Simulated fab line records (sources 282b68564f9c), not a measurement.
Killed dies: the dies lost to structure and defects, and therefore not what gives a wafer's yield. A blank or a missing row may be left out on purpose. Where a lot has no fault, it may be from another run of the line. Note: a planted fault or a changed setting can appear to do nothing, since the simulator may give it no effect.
A struck lot beside a sound one | flow rit cmos | 15 out of 202 route steps
Sound: the wafers L610.1, L610.3, L610.6. Wafers L602.1, L602.4, L602.5 were the ones struck. At the end, the cause is stated.
For every step that has rows: the tool of each side, followed by ch and its chambers, followed by its first start. Under that, the readings that differ: sound wafers | struck wafers | difference of the means | sigmas: that difference in standard deviations of wafers without a fault.
alike: same words and numbers on both sides, and readings whose means sit less than 2 such deviations apart. not compared: any withheld reading, any reading some wafer has no value for, any bound like >300 that may hide the same value, and any number with overlapping values for which the record gives no deviation.
Wherever a step has rows on one side only, a row that says differs or no value, or a row with sigmas, the two part there. Numbers that have no deviation but don't overlap get no sigmas and don't part them. Lack of a reading on every wafer of one side parts them only where that side has two or more wafers.

first, 2 steps without rows for these wafers: RIT_NSD_HARDBAKE_07 (time 60 s); RIT_NSD_IMPLANT_08.
RIT_NSD_STRIP_09: strips in O2, time 180 s.
  sound on plasma asher-01 ch 0,1, day 6 12:14; struck on plasma asher-02 ch 0,1, day 4 21:53
  alike: drypump motor current A
  not compared: rf hours counter h
RIT_NSD_TW_MEAS_10:
  struck on film metro-02, day 4 22:03; sound on film metro-02, day 6 12:24
  alike: NSD_TW
then, 6 steps without rows for these wafers: RIT_PSD_HMDS_00 (prime time 60 s); RIT_PSD_COAT_01 (resist thk 1000 nm); RIT_PSD_SOFTBAKE_02 (time 60 s); RIT_PSD_EXPOSE_03 (exposes mask M10, target cd 40900 nm); RIT_PSD_PEB_04; RIT_PSD_DEVELOP_05 (develop time 50 s).
RIT_PSD_OVL_MEAS_06:
  struck on overlay-01, day 4 23:05; sound on overlay-02, day 6 13:26
  alike: PSD_OVL
then, 1 step without rows for these wafers: RIT_PSD_HARDBAKE_07 (time 60 s).
RIT_PSD_IMPLANT_08:
  struck on implanter-04, day 4 23:16; sound on implanter-04 ch 0, day 6 13:37
  no value came back on the struck wafers for beam energy keV, beam on s (s); on the sound wafers beam energy keV reads 26.456 26.477 26.480
RIT_PSD_STRIP_09: strips in O2, time 180 s.
  sound on plasma asher-02 ch 0,1, day 6 13:46; struck on plasma asher-01 ch 1, day 4 23:25
  alike: drypump motor current A
  not compared: rf hours counter h
RIT_PSD_TW_MEAS_10:
  struck on film metro-03, day 4 23:49; sound on film metro-02, day 6 13:57
  reading | sound          | struck   | difference | sigmas
  PSD_TW  | 3428 3406 3428 | 30 30 30 | -3391      | -99 or more
  not compared: hold

== WHERE THEY PART ==
First at RIT_PSD_IMPLANT_08; last, within this record, at RIT_PSD_TW_MEAS_10.

WHY: whatever the simulator had introduced
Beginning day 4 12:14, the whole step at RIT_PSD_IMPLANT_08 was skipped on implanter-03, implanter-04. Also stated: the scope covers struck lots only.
